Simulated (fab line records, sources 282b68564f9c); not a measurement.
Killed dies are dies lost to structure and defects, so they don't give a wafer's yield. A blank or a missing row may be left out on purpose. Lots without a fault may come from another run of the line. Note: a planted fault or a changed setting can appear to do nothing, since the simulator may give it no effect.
fab line records / flow rit_cmos
record lots=5 wafers=23
route steps=202 shown M1@200
start_h: the number of hours between the record's first day and the start of the first shown wafer of the lot / wait_h: time in hours since the lot's previous step / " unchanged from the row above / L1.1+2: one row covering several wafers at once / - either no value or no given start / * or withheld: withheld / < > ~ a bound
route shown NAME@n: a module of which the file shows steps, and the number in the route of the first / usual: mean/standard deviation taken from wafers without a fault / same: alike in all rows / chamber/n: place in a boat / sites: per-site readings / _std_site: their standard deviation / _edge_site: mean of outer sites minus mean of inner sites / radius_mm: how far each site lies from the wafer's centre / mask NAME#n: copy n / behind: tool/chamber where the wafer was last shaped / hold: cause of the lot's hold/its duration in hours/its outcome / device: the n, p or np transistor that did not switch / end of line: at the end of the route, the tests of the same wafers / for a step that has no rows: nothing shown but its recipe / killed: at the first sort, the dies lost to defects and structure; wafer yield is something else / map: shows each die of a wafer: x if killed, . if not, _ if none is there
set.NAME: the setting that was run; set.NAME@STEP: the one run at that earlier step / model.NAME: the simulator's own value behind a step, which no gauge read
lots run with intentionally changed settings; tables by step, rows by wafer
## steps
# step RIT_M1_ANNEAL_15
# recipe temp_c=450 time_s=1800 ambient=forming_gas_H2N2
lot.wafer=L074.2+3+4 tool=- chamber=- start_h=57.41 wait_h=1.7 set.time_s=1800
lot.wafer=L076.2+3+4+5+6 tool=- chamber=- start_h=- wait_h=0.1 set.time_s=1982
lot.wafer=L077.2+3+4+5+6 tool=- chamber=- start_h=- wait_h=0.1 set.time_s=1800
lot.wafer=L080.1+3+4+5+6 tool=- chamber=- start_h=- wait_h=0.1 set.time_s=2013
lot.wafer=L084.1+2+3+4+5 tool=- chamber=- start_h=- wait_h=0.1 set.time_s=1601
# step RIT_M1_PROBE_99
# usual killed_at_contacts=0.1/0.28 killed_at_front_end=7/3.2 killed_dies=7/3.3 killed_open=3.6/2.1 killed_short=3.3/1.9
# same gross_dies=264 killed_at_M0_to_M3=0 killed_at_M4_up=0 killed_at_back_side=0 killed_at_other=0
lot.wafer=L074.2 tool=prober-02 chamber=- start_h=59.08 wait_h=0.1 set.dose_cm2@PWELL_IMPLANT_08=7e+13 killed_at_contacts=0 killed_at_front_end=7 killed_dies=7 killed_open=3 killed_short=4 model.etest.pwell_pinched.rs_ohm_sq=449 model.etest.pwell.rs_ohm_sq=404.8
lot.wafer=L074.3 tool=prober-02 chamber=- start_h=59.13 wait_h=0.2 set.dose_cm2@PWELL_IMPLANT_08=7e+13 killed_at_contacts=1 killed_at_front_end=9 killed_dies=10 killed_open=6 killed_short=4 model.etest.pwell_pinched.rs_ohm_sq=449.8 model.etest.pwell.rs_ohm_sq=406.5
lot.wafer=L074.4 tool=prober-02 chamber=- start_h=59.18 wait_h=0.2 set.dose_cm2@PWELL_IMPLANT_08=7e+13 killed_at_contacts=0 killed_at_front_end=11 killed_dies=11 killed_open=8 killed_short=3 model.etest.pwell_pinched.rs_ohm_sq=451.4 model.etest.pwell.rs_ohm_sq=411.1
lot.wafer=L076.2 tool=prober-02 chamber=- start_h=67.23 wait_h=0.1 set.dose_cm2@PWELL_IMPLANT_08=7e+13 killed_at_contacts=0 killed_at_front_end=5 killed_dies=5 killed_open=1 killed_short=4 model.etest.pwell_pinched.rs_ohm_sq=462.2 model.etest.pwell.rs_ohm_sq=417.9
lot.wafer=L076.3 tool=prober-02 chamber=- start_h=67.28 wait_h=0.2 set.dose_cm2@PWELL_IMPLANT_08=7e+13 killed_at_contacts=0 killed_at_front_end=9 killed_dies=9 killed_open=4 killed_short=5 model.etest.pwell_pinched.rs_ohm_sq=457.4 model.etest.pwell.rs_ohm_sq=408.8
lot.wafer=L076.4 tool=prober-02 chamber=- start_h=67.33 wait_h=0.2 set.dose_cm2@PWELL_IMPLANT_08=7.198e+13 killed_at_contacts=0 killed_at_front_end=4 killed_dies=4 killed_open=3 killed_short=1 model.etest.pwell_pinched.rs_ohm_sq=450.5 model.etest.pwell.rs_ohm_sq=405.4
lot.wafer=L076.5 tool=prober-02 chamber=- start_h=67.38 wait_h=0.2 set.dose_cm2@PWELL_IMPLANT_08=7e+13 killed_at_contacts=0 killed_at_front_end=15 killed_dies=15 killed_open=11 killed_short=4 model.etest.pwell_pinched.rs_ohm_sq=459.6 model.etest.pwell.rs_ohm_sq=412.3
lot.wafer=L076.6 tool=prober-02 chamber=- start_h=67.43 wait_h=0.2 set.dose_cm2@PWELL_IMPLANT_08=7.198e+13 killed_at_contacts=0 killed_at_front_end=13 killed_dies=13 killed_open=7 killed_short=6 model.etest.pwell_pinched.rs_ohm_sq=457.7 model.etest.pwell.rs_ohm_sq=408.6
lot.wafer=L077.2 tool=prober-01 chamber=- start_h=74.49 wait_h=0.1 set.dose_cm2@PWELL_IMPLANT_08=7e+13 killed_at_contacts=0 killed_at_front_end=13 killed_dies=13 killed_open=5 killed_short=8 model.etest.pwell_pinched.rs_ohm_sq=458.7 model.etest.pwell.rs_ohm_sq=418.1
lot.wafer=L077.3 tool=prober-01 chamber=- start_h=74.54 wait_h=0.2 set.dose_cm2@PWELL_IMPLANT_08=7e+13 killed_at_contacts=0 killed_at_front_end=7 killed_dies=7 killed_open=4 killed_short=3 model.etest.pwell_pinched.rs_ohm_sq=457.4 model.etest.pwell.rs_ohm_sq=411.8
lot.wafer=L077.4 tool=prober-01 chamber=- start_h=74.59 wait_h=0.2 set.dose_cm2@PWELL_IMPLANT_08=7e+13 killed_at_contacts=0 killed_at_front_end=7 killed_dies=7 killed_open=5 killed_short=2 model.etest.pwell_pinched.rs_ohm_sq=462.1 model.etest.pwell.rs_ohm_sq=415.6
lot.wafer=L077.5 tool=prober-01 chamber=- start_h=74.64 wait_h=0.2 set.dose_cm2@PWELL_IMPLANT_08=7.442e+13 killed_at_contacts=0 killed_at_front_end=7 killed_dies=7 killed_open=4 killed_short=3 model.etest.pwell_pinched.rs_ohm_sq=440.8 model.etest.pwell.rs_ohm_sq=401.1
lot.wafer=L077.6 tool=prober-01 chamber=- start_h=74.69 wait_h=0.2 set.dose_cm2@PWELL_IMPLANT_08=7.442e+13 killed_at_contacts=0 killed_at_front_end=9 killed_dies=9 killed_open=4 killed_short=5 model.etest.pwell_pinched.rs_ohm_sq=439.4 model.etest.pwell.rs_ohm_sq=400.4
lot.wafer=L080.1 tool=prober-02 chamber=- start_h=86.33 wait_h=0.1 set.dose_cm2@PWELL_IMPLANT_08=7.232e+13 killed_at_contacts=0 killed_at_front_end=5 killed_dies=5 killed_open=2 killed_short=3 model.etest.pwell_pinched.rs_ohm_sq=447.9 model.etest.pwell.rs_ohm_sq=403.2
lot.wafer=L080.3 tool=prober-02 chamber=- start_h=86.43 wait_h=0.2 set.dose_cm2@PWELL_IMPLANT_08=7e+13 killed_at_contacts=0 killed_at_front_end=2 killed_dies=2 killed_open=2 killed_short=0 model.etest.pwell_pinched.rs_ohm_sq=453.7 model.etest.pwell.rs_ohm_sq=412.4
lot.wafer=L080.4 tool=prober-02 chamber=- start_h=86.48 wait_h=0.2 set.dose_cm2@PWELL_IMPLANT_08=7e+13 killed_at_contacts=0 killed_at_front_end=6 killed_dies=6 killed_open=3 killed_short=3 model.etest.pwell_pinched.rs_ohm_sq=453.5 model.etest.pwell.rs_ohm_sq=413.5
lot.wafer=L080.5 tool=prober-02 chamber=- start_h=86.53 wait_h=0.2 set.dose_cm2@PWELL_IMPLANT_08=7.232e+13 killed_at_contacts=1 killed_at_front_end=9 killed_dies=10 killed_open=5 killed_short=5 model.etest.pwell_pinched.rs_ohm_sq=440.5 model.etest.pwell.rs_ohm_sq=403.8
lot.wafer=L080.6 tool=prober-02 chamber=- start_h=86.58 wait_h=0.2 set.dose_cm2@PWELL_IMPLANT_08=7.232e+13 killed_at_contacts=0 killed_at_front_end=9 killed_dies=9 killed_open=4 killed_short=5 model.etest.pwell_pinched.rs_ohm_sq=437.7 model.etest.pwell.rs_ohm_sq=406.1
lot.wafer=L084.1 tool=prober-02 chamber=- start_h=106.21 wait_h=0.1 set.dose_cm2@PWELL_IMPLANT_08=7.43e+13 killed_at_contacts=0 killed_at_front_end=3 killed_dies=3 killed_open=1 killed_short=2 model.etest.pwell_pinched.rs_ohm_sq=438.5 model.etest.pwell.rs_ohm_sq=392.9
lot.wafer=L084.2 tool=prober-02 chamber=- start_h=106.26 wait_h=0.1 set.dose_cm2@PWELL_IMPLANT_08=7.43e+13 killed_at_contacts=0 killed_at_front_end=2 killed_dies=2 killed_open=0 killed_short=2 model.etest.pwell_pinched.rs_ohm_sq=431.7 model.etest.pwell.rs_ohm_sq=392.5
lot.wafer=L084.3 tool=prober-02 chamber=- start_h=106.31 wait_h=0.2 set.dose_cm2@PWELL_IMPLANT_08=7e+13 killed_at_contacts=0 killed_at_front_end=3 killed_dies=3 killed_open=0 killed_short=3 model.etest.pwell_pinched.rs_ohm_sq=451.7 model.etest.pwell.rs_ohm_sq=409.9
lot.wafer=L084.4 tool=prober-02 chamber=- start_h=106.36 wait_h=0.2 set.dose_cm2@PWELL_IMPLANT_08=7.43e+13 killed_at_contacts=0 killed_at_front_end=5 killed_dies=5 killed_open=2 killed_short=3 model.etest.pwell_pinched.rs_ohm_sq=430.1 model.etest.pwell.rs_ohm_sq=398.2
lot.wafer=L084.5 tool=prober-02 chamber=- start_h=106.41 wait_h=0.2 set.dose_cm2@PWELL_IMPLANT_08=7e+13 killed_at_contacts=0 killed_at_front_end=5 killed_dies=5 killed_open=5 killed_short=0 model.etest.pwell_pinched.rs_ohm_sq=452.1 model.etest.pwell.rs_ohm_sq=411.2
# killed by level:class
L074.2 ACTIVE:geometric_particle:short=1 FOX1:geometric_particle:open=1 GATE:geometric_particle:open=1 GATE:geometric_particle:short=1 SPACER:geometric_particle:short=1 SPACER:geometric_particle:open=1 SILICIDE:geometric_particle:short=1
L074.3 GATE:geometric_particle:open=3 FOX1:geometric_particle:open=2 GATE:geometric_particle:short=2 SPACER:geometric_particle:open=1 SPACER:geometric_particle:short=1 CONTACT:geometric_particle:short=1
L074.4 GATE:geometric_particle:open=3 REOX:geometric_particle:open=3 REOX:geometric_particle:short=2 FOX1:geometric_particle:open=1 FOX2:geometric_particle:open=1 GATE:geometric_particle:short=1
L076.2 FOX1:geometric_particle:short=1 GATE:geometric_particle:short=1 REOX:geometric_particle:short=1 REOX:geometric_particle:open=1 SPACER:geometric_particle:short=1
L076.3 GATE:geometric_particle:short=3 FOX1:geometric_particle:open=1 GATE:geometric_particle:open=1 REOX:geometric_particle:open=1 SPACER:geometric_particle:short=1 SILICIDE:geometric_particle:open=1 SILICIDE:geometric_particle:short=1
L076.4 FOX1:geometric_particle:open=1 GATE:geometric_particle:open=1 GATE:geometric_particle:short=1 SPACER:geometric_particle:open=1
L076.5 GATE:geometric_particle:open=5 GATE:geometric_particle:short=3 SPACER:geometric_particle:open=3 REOX:geometric_particle:open=2 FOX2:geometric_particle:open=1 REOX:geometric_particle:short=1
L076.6 REOX:geometric_particle:open=3 SILICIDE:geometric_particle:short=3 SILICIDE:geometric_particle:open=2 FOX1:geometric_particle:short=1 FOX2:geometric_particle:short=1 GATE:geometric_particle:open=1 REOX:geometric_particle:short=1 SPACER:geometric_particle:open=1
L077.2 GATE:geometric_particle:open=5 GATE:geometric_particle:short=5 FOX1:geometric_particle:short=1 FOX2:geometric_particle:short=1 SPACER:geometric_particle:short=1
L077.3 GATE:geometric_particle:short=2 FOX1:geometric_particle:open=1 GATE:geometric_particle:open=1 REOX:geometric_particle:open=1 REOX:geometric_particle:short=1 SPACER:geometric_particle:open=1
L077.4 GATE:geometric_particle:open=2 FOX1:geometric_particle:open=1 FOX2:geometric_particle:short=1 REOX:geometric_particle:open=1 SPACER:geometric_particle:open=1 SPACER:geometric_particle:short=1
L077.5 FOX1:geometric_particle:short=2 GATE:geometric_particle:open=2 SPACER:geometric_particle:open=2 REOX:geometric_particle:short=1
L077.6 GATE:geometric_particle:open=3 GATE:geometric_particle:short=2 FOX1:geometric_particle:short=1 REOX:geometric_particle:short=1 SPACER:geometric_particle:short=1 SILICIDE:geometric_particle:open=1
L080.1 GATE:geometric_particle:short=2 REOX:geometric_particle:short=1 REOX:geometric_particle:open=1 SILICIDE:geometric_particle:open=1
L080.3 FOX2:geometric_particle:open=1 GATE:geometric_particle:open=1
L080.4 FOX1:geometric_particle:open=2 SILICIDE:geometric_particle:short=2 REOX:geometric_particle:short=1 SILICIDE:geometric_particle:open=1
L080.5 FOX1:geometric_particle:short=2 REOX:geometric_particle:open=2 FOX2:geometric_particle:open=1 FOX2:geometric_particle:short=1 GATE:geometric_particle:open=1 GATE:geometric_particle:short=1 SILICIDE:geometric_particle:short=1 CONTACT:geometric_particle:open=1
L080.6 GATE:geometric_particle:open=3 GATE:geometric_particle:short=2 FOX1:geometric_particle:short=1 FOX2:geometric_particle:open=1 FOX2:geometric_particle:short=1 SILICIDE:geometric_particle:short=1
L084.1 GATE:geometric_particle:short=1 REOX:geometric_particle:open=1 SPACER:geometric_particle:short=1
L084.2 GATE:geometric_particle:short=1 REOX:geometric_particle:short=1
L084.3 FOX1:geometric_particle:short=1 GATE:geometric_particle:short=1 REOX:geometric_particle:short=1
L084.4 GATE:geometric_particle:short=2 REOX:geometric_particle:open=1 SILICIDE:geometric_particle:open=1 SILICIDE:geometric_particle:short=1
L084.5 GATE:geometric_particle:open=2 FOX2:geometric_particle:open=1 REOX:geometric_particle:open=1 SILICIDE:geometric_particle:open=1
## key
split step=RIT_M1_ANNEAL_15 setting=time_s stated=1800 by=lot
response none clear
split outside_this_file step=RIT_PWELL_IMPLANT_08 setting=dose_cm2
# split outside_this_file: this setting was split too, and the file shows its column; the key of that split is in another file
